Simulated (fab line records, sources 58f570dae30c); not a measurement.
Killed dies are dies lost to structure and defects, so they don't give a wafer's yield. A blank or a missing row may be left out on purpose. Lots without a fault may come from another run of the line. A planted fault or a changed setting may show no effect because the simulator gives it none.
Which tool did it? | flow berkeley_cmos170 | 7 lots, 21 wafers sampled, at 1 step of a route of 331

WHAT THE GAUGES READ, wafer by wafer
UCB170_PVT_OVL_MEAS_06.
lot  | measured     | on         | PVT_OVL (nm)
L754 | day 6 10:54  | overlay-02 | 8 6 5
L756 | day 7 06:29  | overlay-01 | -1 -5 -5
L760 | day 7 19:42  | overlay-01 | 11 11 9
L764 | day 9 04:25  | overlay-02 | 3 7 7
L766 | day 9 22:22  | overlay-02 | -6 3 -1
L771 | day 10 21:58 | overlay-01 | 2 12 2
L772 | day 11 13:23 | overlay-01 | -1 0 0

WHICH TOOL RAN EACH LOT (tool, then ch and the chambers of the sampled wafers, then the start)
The record holds no process step before these readings.

THE ANSWER, worked out from the rows above alone
Rule: what is usual is taken from the lots themselves. Put in order of their means at a reading, lots are off if they are a third of the lots or fewer, leave a main group of 4 or more, and stand apart from it by a gap of 3 or more times the standard deviation of the main group's means; of several such gaps the widest counts. A main group whose means are all the same, to the digits that the tables above print for the reading, isn't used. A lot without any number at a reading at which 4 lots or more have one is off too. The other lots that the step has rows for count as sound.
No lot is off at any reading shown: from this, nothing can be told.

WHAT THE SIMULATOR HAD PUT IN
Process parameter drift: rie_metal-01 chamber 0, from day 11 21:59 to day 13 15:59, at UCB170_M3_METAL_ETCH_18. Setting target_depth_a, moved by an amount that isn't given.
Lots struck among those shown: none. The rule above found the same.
